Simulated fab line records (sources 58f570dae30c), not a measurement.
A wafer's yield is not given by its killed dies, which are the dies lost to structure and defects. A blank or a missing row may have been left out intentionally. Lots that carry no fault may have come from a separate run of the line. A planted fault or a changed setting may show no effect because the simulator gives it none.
fab line records || flow berkeleyCmos170
record {"lots": 14, "wafers": 42, "lastDay": 13}
route steps=331 shown SCREENOX@101 PLDD@151 SPACER@172 M1@238
lots that met no fault: from a run of the same line without faults
startH: hours from the record's first day to the start of the lot's first wafer shown || waitH: hours since the lot's step before || " the same as in the row above || L1.1+2: several wafers, shown together as one row || - no value, or no start given || * or withheld: withheld || < > ~ a bound
route shown NAME@n: names a module that has steps shown in the file, with the first one's number in the route || usual: mean and standard deviation over wafers with no fault || same: alike in all rows || chamber/n: place in a boat || sites: the reading at each site || _std_site: how widely they spread, as a standard deviation || _edge_site: inner sites' mean taken away from outer sites' mean || radiusMm: how far each site lies from the wafer's centre || mask NAME#n: copy n || behind: the tool/chamber that last shaped the wafer || hold: what put the lot on hold/how long, in hours/how the hold closed || device: which transistor (n, p or np) failed to switch || end of line: the same wafers' tests at the end of the route || a step given without rows: its recipe and nothing more || killed: dies lost to structure and defects at the first sort, not the wafer's yield || map: a wafer's dies, marking killed ones x, the rest . and places with no die _
set.NAME: the setting as run; set.NAME@STEP: as run at that earlier step || model.NAME: the simulator's own value behind a step, which no gauge read
one table for each step of the route and one row for each wafer, over a sample of lots
services: from which hour (startH, from the record's first day; less than 0 if before it) a tool's chamber was out of use, for how many hours, and why
## steps
# step UCB170_SCREENOX_OXIDATION_01
# recipe {"tempC": 900, "ambient": "O2", "targetThkA": 144, "oxTimeS": 2400}
# usual {"oxTempC": "900.1/0.42", "oxTempCMax": "903.7/1.3", "spikeTcCentreC": "901.6/1.3", "zonePowerLoadPct": "26.9/1.5"}
{"lot.wafer": "L433.2", "tool": "furnace-01", "chamber": 0, "startH": 113.83, "waitH": 5.1, "oxTempC": 899.5, "oxTempCMax": 905.0, "spikeTcCentreC": 900.5, "zonePowerLoadPct": 27.6}
{"lot.wafer": "L433.5", "tool": "furnace-01", "chamber": 0, "startH": 113.83, "waitH": 5.1, "oxTempC": 900.2, "oxTempCMax": 905.0, "spikeTcCentreC": 900.9, "zonePowerLoadPct": 27.9}
{"lot.wafer": "L433.6", "tool": "furnace-01", "chamber": 0, "startH": 113.83, "waitH": 5.1, "oxTempC": 900.1, "oxTempCMax": 905.1, "spikeTcCentreC": 902.5, "zonePowerLoadPct": 28.4}
{"lot.wafer": "L434.1", "tool": "furnace-01", "chamber": 0, "startH": 135.32, "waitH": 5.5, "oxTempC": 900.1, "oxTempCMax": 905.3, "spikeTcCentreC": 900.1, "zonePowerLoadPct": 27.9}
{"lot.wafer": "L434.2", "tool": "furnace-01", "chamber": 0, "startH": 135.32, "waitH": 5.5, "oxTempC": 900.5, "oxTempCMax": 906.5, "spikeTcCentreC": 900.8, "zonePowerLoadPct": 27.9}
{"lot.wafer": "L434.3", "tool": "furnace-01", "chamber": 0, "startH": 135.32, "waitH": 5.5, "oxTempC": 900.5, "oxTempCMax": 906.7, "spikeTcCentreC": 900.2, "zonePowerLoadPct": 27.9}
{"lot.wafer": "L437.3", "tool": "furnace-04", "chamber": 0, "startH": 149.05, "waitH": 5.1, "oxTempC": 900.0, "oxTempCMax": 902.3, "spikeTcCentreC": 900.6, "zonePowerLoadPct": 28.1}
{"lot.wafer": "L437.4", "tool": "furnace-04", "chamber": 0, "startH": 149.05, "waitH": 5.1, "oxTempC": 900.0, "oxTempCMax": 902.9, "spikeTcCentreC": 904.2, "zonePowerLoadPct": 28.0}
{"lot.wafer": "L437.6", "tool": "furnace-04", "chamber": 0, "startH": 149.05, "waitH": 5.1, "oxTempC": 900.3, "oxTempCMax": 903.0, "spikeTcCentreC": 899.3, "zonePowerLoadPct": 28.3}
{"lot.wafer": "L438.2", "tool": "furnace-04", "chamber": 0, "startH": 149.05, "waitH": 5.1, "oxTempC": 900.1, "oxTempCMax": 902.8, "spikeTcCentreC": 902.5, "zonePowerLoadPct": 28.2}
{"lot.wafer": "L438.4", "tool": "furnace-04", "chamber": 0, "startH": 149.05, "waitH": 5.1, "oxTempC": 900.0, "oxTempCMax": 903.2, "spikeTcCentreC": 904.2, "zonePowerLoadPct": 28.0}
{"lot.wafer": "L438.6", "tool": "furnace-04", "chamber": 0, "startH": 149.05, "waitH": 5.1, "oxTempC": 900.0, "oxTempCMax": 902.2, "spikeTcCentreC": 902.8, "zonePowerLoadPct": 28.2}
{"lot.wafer": "L445.4", "tool": "furnace-04", "chamber": "-", "startH": 194.31, "waitH": 5.2, "oxTempC": "-", "oxTempCMax": "-", "spikeTcCentreC": "-", "zonePowerLoadPct": "-"}
{"lot.wafer": "L445.5", "tool": "furnace-04", "chamber": "-", "startH": 194.31, "waitH": 5.2, "oxTempC": "-", "oxTempCMax": "-", "spikeTcCentreC": "-", "zonePowerLoadPct": "-"}
{"lot.wafer": "L445.6", "tool": "furnace-04", "chamber": "-", "startH": 194.31, "waitH": 5.2, "oxTempC": "-", "oxTempCMax": "-", "spikeTcCentreC": "-", "zonePowerLoadPct": "-"}
{"lot.wafer": "L446.1", "tool": "furnace-04", "chamber": "-", "startH": 194.31, "waitH": 5.2, "oxTempC": "-", "oxTempCMax": "-", "spikeTcCentreC": "-", "zonePowerLoadPct": "-"}
{"lot.wafer": "L446.4", "tool": "furnace-04", "chamber": "-", "startH": 194.31, "waitH": 5.2, "oxTempC": "-", "oxTempCMax": "-", "spikeTcCentreC": "-", "zonePowerLoadPct": "-"}
{"lot.wafer": "L446.6", "tool": "furnace-04", "chamber": "-", "startH": 194.31, "waitH": 5.2, "oxTempC": "-", "oxTempCMax": "-", "spikeTcCentreC": "-", "zonePowerLoadPct": "-"}
{"lot.wafer": "L449.3", "tool": "furnace-02", "chamber": 0, "startH": 208.80, "waitH": 2.5, "oxTempC": 899.5, "oxTempCMax": 903.6, "spikeTcCentreC": 902.9, "zonePowerLoadPct": 24.9}
{"lot.wafer": "L449.4", "tool": "furnace-02", "chamber": 0, "startH": 208.80, "waitH": 2.5, "oxTempC": 899.5, "oxTempCMax": 903.1, "spikeTcCentreC": 900.4, "zonePowerLoadPct": 25.3}
{"lot.wafer": "L449.6", "tool": "furnace-02", "chamber": 0, "startH": 208.80, "waitH": 2.5, "oxTempC": 899.8, "oxTempCMax": 903.8, "spikeTcCentreC": 899.4, "zonePowerLoadPct": 25.5}
{"lot.wafer": "L450.2", "tool": "furnace-02", "chamber": 0, "startH": 225.00, "waitH": 3.5, "oxTempC": 900.1, "oxTempCMax": 903.8, "spikeTcCentreC": 902.3, "zonePowerLoadPct": 25.1}
{"lot.wafer": "L450.3", "tool": "furnace-02", "chamber": 0, "startH": 225.00, "waitH": 3.5, "oxTempC": 899.9, "oxTempCMax": 903.4, "spikeTcCentreC": 900.7, "zonePowerLoadPct": 25.0}
{"lot.wafer": "L450.5", "tool": "furnace-02", "chamber": 0, "startH": 225.00, "waitH": 3.5, "oxTempC": 900.4, "oxTempCMax": 904.2, "spikeTcCentreC": 900.9, "zonePowerLoadPct": 25.1}
{"lot.wafer": "L451.2", "tool": "furnace-02", "chamber": 0, "startH": 225.00, "waitH": 3.5, "oxTempC": 899.9, "oxTempCMax": 903.7, "spikeTcCentreC": 900.6, "zonePowerLoadPct": 24.9}
{"lot.wafer": "L451.3", "tool": "furnace-02", "chamber": 0, "startH": 225.00, "waitH": 3.5, "oxTempC": 899.8, "oxTempCMax": 903.9, "spikeTcCentreC": 901.0, "zonePowerLoadPct": 24.9}
{"lot.wafer": "L451.5", "tool": "furnace-02", "chamber": 0, "startH": 225.00, "waitH": 3.5, "oxTempC": 899.7, "oxTempCMax": 904.7, "spikeTcCentreC": 901.2, "zonePowerLoadPct": 25.3}
{"lot.wafer": "L452.1", "tool": "furnace-02", "chamber": 0, "startH": 225.00, "waitH": 3.5, "oxTempC": 900.2, "oxTempCMax": 903.7, "spikeTcCentreC": 900.3, "zonePowerLoadPct": 24.9}
{"lot.wafer": "L452.3", "tool": "furnace-02", "chamber": 0, "startH": 225.00, "waitH": 3.5, "oxTempC": 900.3, "oxTempCMax": 904.2, "spikeTcCentreC": 900.4, "zonePowerLoadPct": 25.0}
{"lot.wafer": "L452.4", "tool": "furnace-02", "chamber": 0, "startH": 225.00, "waitH": 3.5, "oxTempC": 900.1, "oxTempCMax": 903.9, "spikeTcCentreC": 902.0, "zonePowerLoadPct": 24.8}
{"lot.wafer": "L453.1", "tool": "furnace-02", "chamber": 0, "startH": 225.00, "waitH": 3.5, "oxTempC": 899.7, "oxTempCMax": 903.4, "spikeTcCentreC": 901.3, "zonePowerLoadPct": 25.0}
{"lot.wafer": "L453.2", "tool": "furnace-02", "chamber": 0, "startH": 225.00, "waitH": 3.5, "oxTempC": 899.1, "oxTempCMax": 903.2, "spikeTcCentreC": 900.6, "zonePowerLoadPct": 25.2}
{"lot.wafer": "L453.5", "tool": "furnace-02", "chamber": 0, "startH": 225.00, "waitH": 3.5, "oxTempC": 899.4, "oxTempCMax": 903.6, "spikeTcCentreC": 900.8, "zonePowerLoadPct": 24.9}
{"lot.wafer": "L454.1", "tool": "furnace-02", "chamber": 0, "startH": 232.77, "waitH": 4.9, "oxTempC": 899.7, "oxTempCMax": 903.2, "spikeTcCentreC": 902.3, "zonePowerLoadPct": 25.5}
{"lot.wafer": "L454.3", "tool": "furnace-02", "chamber": 0, "startH": 232.77, "waitH": 4.9, "oxTempC": 899.7, "oxTempCMax": 902.8, "spikeTcCentreC": 899.7, "zonePowerLoadPct": 24.9}
{"lot.wafer": "L454.5", "tool": "furnace-02", "chamber": 0, "startH": 232.77, "waitH": 4.9, "oxTempC": 899.4, "oxTempCMax": 904.0, "spikeTcCentreC": 901.1, "zonePowerLoadPct": 24.9}
{"lot.wafer": "L455.2", "tool": "furnace-02", "chamber": 0, "startH": 232.77, "waitH": 4.8, "oxTempC": 900.1, "oxTempCMax": 903.8, "spikeTcCentreC": 902.0, "zonePowerLoadPct": 25.8}
{"lot.wafer": "L455.3", "tool": "furnace-02", "chamber": 0, "startH": 232.77, "waitH": 4.8, "oxTempC": 899.7, "oxTempCMax": 902.8, "spikeTcCentreC": 900.3, "zonePowerLoadPct": 25.1}
{"lot.wafer": "L455.6", "tool": "furnace-02", "chamber": 0, "startH": 232.77, "waitH": 4.8, "oxTempC": 899.6, "oxTempCMax": 904.3, "spikeTcCentreC": 901.4, "zonePowerLoadPct": 24.7}
{"lot.wafer": "L456.2", "tool": "furnace-02", "chamber": 0, "startH": 232.77, "waitH": 4.8, "oxTempC": 900.1, "oxTempCMax": 905.0, "spikeTcCentreC": 899.9, "zonePowerLoadPct": 25.0}
{"lot.wafer": "L456.4", "tool": "furnace-02", "chamber": 0, "startH": 232.77, "waitH": 4.8, "oxTempC": 900.6, "oxTempCMax": 905.7, "spikeTcCentreC": 900.0, "zonePowerLoadPct": 25.1}
{"lot.wafer": "L456.6", "tool": "furnace-02", "chamber": 0, "startH": 232.77, "waitH": 4.8, "oxTempC": 900.2, "oxTempCMax": 905.3, "spikeTcCentreC": 902.2, "zonePowerLoadPct": 25.2}
# step UCB170_PLDD_CD_MEAS_06
# recipe {"targetCdNm": 1200}
# usual {"cdNm": "1199.8/1.5"}
{"lot.wafer": "L433.2", "tool": "cdSem-02", "chamber": "-", "startH": 144.66, "waitH": "-", "cdNm": 1197.0}
{"lot.wafer": "L433.5", "tool": "cdSem-02", "chamber": "-", "startH": 144.66, "waitH": "-", "cdNm": 1200.0}
{"lot.wafer": "L433.6", "tool": "cdSem-02", "chamber": "-", "startH": 144.66, "waitH": "-", "cdNm": 1198.6}
{"lot.wafer": "L434.1", "tool": "cdSem-02", "chamber": "-", "startH": 166.05, "waitH": "-", "cdNm": 1200.6}
{"lot.wafer": "L434.2", "tool": "cdSem-02", "chamber": "-", "startH": 166.05, "waitH": "-", "cdNm": 1202.0}
{"lot.wafer": "L434.3", "tool": "cdSem-02", "chamber": "-", "startH": 166.05, "waitH": "-", "cdNm": 1200.0}
{"lot.wafer": "L437.3", "tool": "cdSem-02", "chamber": "-", "startH": 185.71, "waitH": "-", "cdNm": 1202.5}
{"lot.wafer": "L437.4", "tool": "cdSem-02", "chamber": "-", "startH": 185.71, "waitH": "-", "cdNm": 1202.6}
{"lot.wafer": "L437.6", "tool": "cdSem-02", "chamber": "-", "startH": 185.71, "waitH": "-", "cdNm": 1203.1}
{"lot.wafer": "L438.2", "tool": "cdSem-01", "chamber": "-", "startH": 186.41, "waitH": "-", "cdNm": 1200.6}
{"lot.wafer": "L438.4", "tool": "cdSem-01", "chamber": "-", "startH": 186.41, "waitH": "-", "cdNm": 1201.0}
{"lot.wafer": "L438.6", "tool": "cdSem-01", "chamber": "-", "startH": 186.41, "waitH": "-", "cdNm": 1199.4}
{"lot.wafer": "L449.3", "tool": "cdSem-01", "chamber": "-", "startH": 234.70, "waitH": "-", "cdNm": 1200.6}
{"lot.wafer": "L449.4", "tool": "cdSem-01", "chamber": "-", "startH": 234.70, "waitH": "-", "cdNm": 1201.7}
{"lot.wafer": "L449.6", "tool": "cdSem-01", "chamber": "-", "startH": 234.70, "waitH": "-", "cdNm": 1200.2}
{"lot.wafer": "L450.2", "tool": "cdSem-01", "chamber": "-", "startH": 253.69, "waitH": "-", "cdNm": 1200.0}
{"lot.wafer": "L450.3", "tool": "cdSem-01", "chamber": "-", "startH": 253.69, "waitH": "-", "cdNm": 1199.2}
{"lot.wafer": "L450.5", "tool": "cdSem-01", "chamber": "-", "startH": 253.69, "waitH": "-", "cdNm": 1199.9}
{"lot.wafer": "L453.1", "tool": "cdSem-01", "chamber": "-", "startH": 254.04, "waitH": "-", "cdNm": 1200.0}
{"lot.wafer": "L453.2", "tool": "cdSem-01", "chamber": "-", "startH": 254.04, "waitH": "-", "cdNm": 1199.8}
{"lot.wafer": "L453.5", "tool": "cdSem-01", "chamber": "-", "startH": 254.04, "waitH": "-", "cdNm": 1199.9}
{"lot.wafer": "L452.1", "tool": "cdSem-01", "chamber": "-", "startH": 254.31, "waitH": "-", "cdNm": 1200.5}
{"lot.wafer": "L452.3", "tool": "cdSem-01", "chamber": "-", "startH": 254.31, "waitH": "-", "cdNm": 1200.2}
{"lot.wafer": "L452.4", "tool": "cdSem-01", "chamber": "-", "startH": 254.31, "waitH": "-", "cdNm": 1200.7}
{"lot.wafer": "L451.2", "tool": "cdSem-01", "chamber": "-", "startH": 254.45, "waitH": "-", "cdNm": 1199.0}
{"lot.wafer": "L451.3", "tool": "cdSem-01", "chamber": "-", "startH": 254.45, "waitH": "-", "cdNm": 1199.6}
{"lot.wafer": "L451.5", "tool": "cdSem-01", "chamber": "-", "startH": 254.45, "waitH": "-", "cdNm": 1197.7}
{"lot.wafer": "L454.1", "tool": "cdSem-02", "chamber": "-", "startH": 256.85, "waitH": "-", "cdNm": 1198.2}
{"lot.wafer": "L454.3", "tool": "cdSem-02", "chamber": "-", "startH": 256.85, "waitH": "-", "cdNm": 1199.3}
{"lot.wafer": "L454.5", "tool": "cdSem-02", "chamber": "-", "startH": 256.85, "waitH": "-", "cdNm": 1200.6}
{"lot.wafer": "L455.2", "tool": "cdSem-01", "chamber": "-", "startH": 257.14, "waitH": "-", "cdNm": 1200.7}
{"lot.wafer": "L455.3", "tool": "cdSem-01", "chamber": "-", "startH": 257.14, "waitH": "-", "cdNm": 1200.3}
{"lot.wafer": "L455.6", "tool": "cdSem-01", "chamber": "-", "startH": 257.14, "waitH": "-", "cdNm": 1200.6}
{"lot.wafer": "L456.2", "tool": "cdSem-01", "chamber": "-", "startH": 257.46, "waitH": "-", "cdNm": 1197.6}
{"lot.wafer": "L456.4", "tool": "cdSem-01", "chamber": "-", "startH": 257.46, "waitH": "-", "cdNm": 1196.7}
{"lot.wafer": "L456.6", "tool": "cdSem-01", "chamber": "-", "startH": 257.46, "waitH": "-", "cdNm": 1197.7}
# step UCB170_SPACER_THK_MEAS_01
# recipe {"reads": "SiO2_of_SPACER_CVD_00"}
# usual {"SPACER_TEOS_THK": "376/5.6"}
{"lot.wafer": "L433.2", "tool": "filmMetro-01", "chamber": "-", "startH": 147.47, "waitH": 0.0, "SPACER_TEOS_THK[nm]": 362}
{"lot.wafer": "L433.5", "tool": "filmMetro-01", "chamber": "-", "startH": 147.47, "waitH": 0.0, "SPACER_TEOS_THK[nm]": 366}
{"lot.wafer": "L433.6", "tool": "filmMetro-01", "chamber": "-", "startH": 147.47, "waitH": 0.0, "SPACER_TEOS_THK[nm]": 366}
{"lot.wafer": "L434.1", "tool": "filmMetro-02", "chamber": "-", "startH": 168.52, "waitH": 0.0, "SPACER_TEOS_THK[nm]": 372}
{"lot.wafer": "L434.2", "tool": "filmMetro-02", "chamber": "-", "startH": 168.52, "waitH": 0.0, "SPACER_TEOS_THK[nm]": 373}
{"lot.wafer": "L434.3", "tool": "filmMetro-02", "chamber": "-", "startH": 168.52, "waitH": 0.0, "SPACER_TEOS_THK[nm]": 372}
{"lot.wafer": "L437.3", "tool": "filmMetro-01", "chamber": "-", "startH": 188.31, "waitH": 0.0, "SPACER_TEOS_THK[nm]": 375}
{"lot.wafer": "L437.4", "tool": "filmMetro-01", "chamber": "-", "startH": 188.31, "waitH": 0.0, "SPACER_TEOS_THK[nm]": 376}
{"lot.wafer": "L437.6", "tool": "filmMetro-01", "chamber": "-", "startH": 188.31, "waitH": 0.0, "SPACER_TEOS_THK[nm]": 380}
{"lot.wafer": "L438.2", "tool": "filmMetro-04", "chamber": "-", "startH": 189.20, "waitH": 0.0, "SPACER_TEOS_THK[nm]": 368}
{"lot.wafer": "L438.4", "tool": "filmMetro-04", "chamber": "-", "startH": 189.20, "waitH": 0.0, "SPACER_TEOS_THK[nm]": 371}
{"lot.wafer": "L438.6", "tool": "filmMetro-04", "chamber": "-", "startH": 189.20, "waitH": 0.0, "SPACER_TEOS_THK[nm]": 380}
{"lot.wafer": "L449.3", "tool": "filmMetro-04", "chamber": "-", "startH": 237.42, "waitH": 0.0, "SPACER_TEOS_THK[nm]": 365}
{"lot.wafer": "L449.4", "tool": "filmMetro-04", "chamber": "-", "startH": 237.42, "waitH": 0.0, "SPACER_TEOS_THK[nm]": 380}
{"lot.wafer": "L449.6", "tool": "filmMetro-04", "chamber": "-", "startH": 237.42, "waitH": 0.0, "SPACER_TEOS_THK[nm]": 375}
{"lot.wafer": "L450.2", "tool": "filmMetro-04", "chamber": "-", "startH": 259.15, "waitH": 0.0, "SPACER_TEOS_THK[nm]": 369}
{"lot.wafer": "L450.3", "tool": "filmMetro-04", "chamber": "-", "startH": 259.15, "waitH": 0.0, "SPACER_TEOS_THK[nm]": 377}
{"lot.wafer": "L450.5", "tool": "filmMetro-04", "chamber": "-", "startH": 259.15, "waitH": 0.0, "SPACER_TEOS_THK[nm]": 377}
{"lot.wafer": "L452.1", "tool": "filmMetro-01", "chamber": "-", "startH": 259.73, "waitH": 0.0, "SPACER_TEOS_THK[nm]": 372}
{"lot.wafer": "L452.3", "tool": "filmMetro-01", "chamber": "-", "startH": 259.73, "waitH": 0.0, "SPACER_TEOS_THK[nm]": 366}
{"lot.wafer": "L452.4", "tool": "filmMetro-01", "chamber": "-", "startH": 259.73, "waitH": 0.0, "SPACER_TEOS_THK[nm]": 373}
{"lot.wafer": "L453.1", "tool": "filmMetro-04", "chamber": "-", "startH": 260.03, "waitH": 0.0, "SPACER_TEOS_THK[nm]": 377}
{"lot.wafer": "L453.2", "tool": "filmMetro-04", "chamber": "-", "startH": 260.03, "waitH": 0.0, "SPACER_TEOS_THK[nm]": 382}
{"lot.wafer": "L453.5", "tool": "filmMetro-04", "chamber": "-", "startH": 260.03, "waitH": 0.0, "SPACER_TEOS_THK[nm]": 388}
{"lot.wafer": "L451.2", "tool": "filmMetro-02", "chamber": "-", "startH": 260.70, "waitH": 0.0, "SPACER_TEOS_THK[nm]": 370}
{"lot.wafer": "L451.3", "tool": "filmMetro-02", "chamber": "-", "startH": 260.70, "waitH": 0.0, "SPACER_TEOS_THK[nm]": 378}
{"lot.wafer": "L451.5", "tool": "filmMetro-02", "chamber": "-", "startH": 260.70, "waitH": 0.0, "SPACER_TEOS_THK[nm]": 375}
{"lot.wafer": "L454.1", "tool": "filmMetro-01", "chamber": "-", "startH": 261.45, "waitH": 0.0, "SPACER_TEOS_THK[nm]": 369}
{"lot.wafer": "L454.3", "tool": "filmMetro-01", "chamber": "-", "startH": 261.45, "waitH": 0.0, "SPACER_TEOS_THK[nm]": 368}
{"lot.wafer": "L454.5", "tool": "filmMetro-01", "chamber": "-", "startH": 261.45, "waitH": 0.0, "SPACER_TEOS_THK[nm]": 377}
{"lot.wafer": "L455.2", "tool": "filmMetro-02", "chamber": "-", "startH": 261.46, "waitH": 0.0, "SPACER_TEOS_THK[nm]": 383}
{"lot.wafer": "L455.3", "tool": "filmMetro-02", "chamber": "-", "startH": 261.46, "waitH": 0.0, "SPACER_TEOS_THK[nm]": 385}
{"lot.wafer": "L455.6", "tool": "filmMetro-02", "chamber": "-", "startH": 261.46, "waitH": 0.0, "SPACER_TEOS_THK[nm]": 389}
{"lot.wafer": "L456.2", "tool": "filmMetro-04", "chamber": "-", "startH": 266.89, "waitH": 0.0, "SPACER_TEOS_THK[nm]": 368}
{"lot.wafer": "L456.4", "tool": "filmMetro-04", "chamber": "-", "startH": 266.89, "waitH": 0.0, "SPACER_TEOS_THK[nm]": 374}
{"lot.wafer": "L456.6", "tool": "filmMetro-04", "chamber": "-", "startH": 266.89, "waitH": 0.0, "SPACER_TEOS_THK[nm]": 379}
# step UCB170_M1_SPUTTER_00
# recipe {"material": "Al", "targetThkNm": 600, "timeS": 80, "powerW": 6000, "chamberPressurePa": 0.5}
# usual {"throttleValvePct": "30.4/1.3"}
{"lot.wafer": "L433.2", "tool": "pvdSputter-03", "chamber": "-", "startH": 160.62, "waitH": 0.0, "throttleValvePct": 32.2}
{"lot.wafer": "L433.5", "tool": "pvdSputter-03", "chamber": "-", "startH": 160.62, "waitH": 0.0, "throttleValvePct": 30.0}
{"lot.wafer": "L433.6", "tool": "pvdSputter-03", "chamber": "-", "startH": 160.62, "waitH": 0.0, "throttleValvePct": 32.2}
{"lot.wafer": "L434.1", "tool": "pvdSputter-01", "chamber": "-", "startH": 187.90, "waitH": 0.0, "throttleValvePct": 28.5}
{"lot.wafer": "L434.2", "tool": "pvdSputter-01", "chamber": "-", "startH": 187.90, "waitH": 0.0, "throttleValvePct": 29.9}
{"lot.wafer": "L434.3", "tool": "pvdSputter-01", "chamber": "-", "startH": 187.90, "waitH": 0.0, "throttleValvePct": 29.6}
{"lot.wafer": "L437.3", "tool": "pvdSputter-03", "chamber": "-", "startH": 208.71, "waitH": 0.0, "throttleValvePct": 29.7}
{"lot.wafer": "L437.4", "tool": "pvdSputter-03", "chamber": "-", "startH": 208.71, "waitH": 0.0, "throttleValvePct": 32.2}
{"lot.wafer": "L437.6", "tool": "pvdSputter-03", "chamber": "-", "startH": 208.71, "waitH": 0.0, "throttleValvePct": 29.6}
{"lot.wafer": "L438.2", "tool": "pvdSputter-03", "chamber": "-", "startH": 211.18, "waitH": 0.0, "throttleValvePct": 31.4}
{"lot.wafer": "L438.4", "tool": "pvdSputter-03", "chamber": "-", "startH": 211.18, "waitH": 0.0, "throttleValvePct": 29.9}
{"lot.wafer": "L438.6", "tool": "pvdSputter-03", "chamber": "-", "startH": 211.18, "waitH": 0.0, "throttleValvePct": 31.3}
{"lot.wafer": "L449.3", "tool": "pvdSputter-01", "chamber": "-", "startH": 255.39, "waitH": 0.0, "throttleValvePct": 29.7}
{"lot.wafer": "L449.4", "tool": "pvdSputter-01", "chamber": "-", "startH": 255.39, "waitH": 0.0, "throttleValvePct": 28.2}
{"lot.wafer": "L449.6", "tool": "pvdSputter-01", "chamber": "-", "startH": 255.39, "waitH": 0.0, "throttleValvePct": 29.7}
{"lot.wafer": "L453.1", "tool": "pvdSputter-01", "chamber": "-", "startH": 278.55, "waitH": 0.0, "throttleValvePct": 28.5}
{"lot.wafer": "L453.2", "tool": "pvdSputter-01", "chamber": "-", "startH": 278.55, "waitH": 0.0, "throttleValvePct": 29.8}
{"lot.wafer": "L453.5", "tool": "pvdSputter-01", "chamber": "-", "startH": 278.55, "waitH": 0.0, "throttleValvePct": 28.5}
{"lot.wafer": "L451.2", "tool": "pvdSputter-03", "chamber": "-", "startH": 282.32, "waitH": 0.0, "throttleValvePct": 32.1}
{"lot.wafer": "L451.3", "tool": "pvdSputter-03", "chamber": "-", "startH": 282.32, "waitH": 0.0, "throttleValvePct": 29.9}
{"lot.wafer": "L451.5", "tool": "pvdSputter-03", "chamber": "-", "startH": 282.32, "waitH": 0.0, "throttleValvePct": 29.9}
{"lot.wafer": "L455.2", "tool": "pvdSputter-04", "chamber": "-", "startH": 282.36, "waitH": 0.0, "throttleValvePct": 30.4}
{"lot.wafer": "L455.3", "tool": "pvdSputter-04", "chamber": "-", "startH": 282.36, "waitH": 0.0, "throttleValvePct": 29.8}
{"lot.wafer": "L455.6", "tool": "pvdSputter-04", "chamber": "-", "startH": 282.36, "waitH": 0.0, "throttleValvePct": 29.5}
{"lot.wafer": "L450.2", "tool": "pvdSputter-01", "chamber": "-", "startH": 282.62, "waitH": 0.0, "throttleValvePct": 28.6}
{"lot.wafer": "L450.3", "tool": "pvdSputter-01", "chamber": "-", "startH": 282.62, "waitH": 0.0, "throttleValvePct": 29.9}
{"lot.wafer": "L450.5", "tool": "pvdSputter-01", "chamber": "-", "startH": 282.62, "waitH": 0.0, "throttleValvePct": 29.6}
{"lot.wafer": "L454.1", "tool": "pvdSputter-03", "chamber": "-", "startH": 282.74, "waitH": 0.0, "throttleValvePct": 32.1}
{"lot.wafer": "L454.3", "tool": "pvdSputter-03", "chamber": "-", "startH": 282.74, "waitH": 0.0, "throttleValvePct": 29.8}
{"lot.wafer": "L454.5", "tool": "pvdSputter-03", "chamber": "-", "startH": 282.74, "waitH": 0.0, "throttleValvePct": 29.9}
{"lot.wafer": "L452.1", "tool": "pvdSputter-04", "chamber": "-", "startH": 282.74, "waitH": 0.0, "throttleValvePct": 30.4}
{"lot.wafer": "L452.3", "tool": "pvdSputter-04", "chamber": "-", "startH": 282.74, "waitH": 0.0, "throttleValvePct": 31.2}
{"lot.wafer": "L452.4", "tool": "pvdSputter-04", "chamber": "-", "startH": 282.74, "waitH": 0.0, "throttleValvePct": 30.2}
{"lot.wafer": "L456.2", "tool": "pvdSputter-01", "chamber": "-", "startH": 283.56, "waitH": 0.0, "throttleValvePct": 29.7}
{"lot.wafer": "L456.4", "tool": "pvdSputter-01", "chamber": "-", "startH": 283.56, "waitH": 0.0, "throttleValvePct": 28.1}
{"lot.wafer": "L456.6", "tool": "pvdSputter-01", "chamber": "-", "startH": 283.56, "waitH": 0.0, "throttleValvePct": 28.4}
## services
{"tool": "pvdSputter-01", "chamber": "-", "startH": 96.26, "hours": 0.8, "kind": "repair"}
{"tool": "furnace-01", "chamber": "-", "startH": 103.30, "hours": 2.8, "kind": "pm"}
{"tool": "pvdSputter-01", "chamber": "-", "startH": 119.55, "hours": 5.8, "kind": "repair"}
{"tool": "furnace-02", "chamber": "-", "startH": 120.52, "hours": 3.8, "kind": "pm"}
{"tool": "furnace-02", "chamber": "-", "startH": 140.80, "hours": 3.9, "kind": "pm"}
{"tool": "pvdSputter-01", "chamber": "-", "startH": 149.75, "hours": 5.1, "kind": "repair"}
{"tool": "furnace-04", "chamber": "-", "startH": 150.71, "hours": 3.9, "kind": "pm"}
{"tool": "pvdSputter-04", "chamber": "-", "startH": 155.79, "hours": 2.8, "kind": "repair"}
{"tool": "pvdSputter-04", "chamber": "-", "startH": 177.81, "hours": 1.7, "kind": "repair"}
{"tool": "pvdSputter-01", "chamber": "-", "startH": 230.20, "hours": 0.9, "kind": "repair"}
{"tool": "furnace-01", "chamber": "-", "startH": 272.27, "hours": 3.9, "kind": "pm"}
{"tool": "furnace-02", "chamber": "-", "startH": 272.59, "hours": 7.8, "kind": "pm"}
## key
firstSign {"step": "UCB170_SCREENOX_OXIDATION_01", "reading": "toolRecord", "direction": "missing"}
effect none on later readings
metAt UCB170_SCREENOX_OXIDATION_01
struckLots L445,L446
laterRowsLeftOut L445.4,L445.5,L445.6,L446.1,L446.4,L446.6
sortLeftOut L445.4,L445.5,L445.6,L446.1,L446.4,L446.6
testerLeftOut L445,L446
notActingAt UCB170_PLDD_CD_MEAS_06,UCB170_SPACER_THK_MEAS_01,UCB170_M1_SPUTTER_00
onsetBetween 149.05 194.31
fault {"kind": "skippedStepWhole", "tool": "furnace-04", "chamber": "-", "onsetH": 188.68, "steps": "UCB170_SCREENOX_OXIDATION_01", "scope": "struckLotsOnly"}
# testerLeftOut: of these lots the tester's yield and bins aren't shown, on N5 and GAA mostly nor the transistor test; their killed dies are dies lost to structure and defects alone, not to doping, threshold or leakage, so they don't give the yield
# sortLeftOut: the simulated sort isn't trusted on such a fault, so these wafers' sort isn't shown, and their yield isn't known
# laterRowsLeftOut: the simulator's readings of these wafers behind a module that went badly wrong aren't trusted and aren't shown, but for the sort
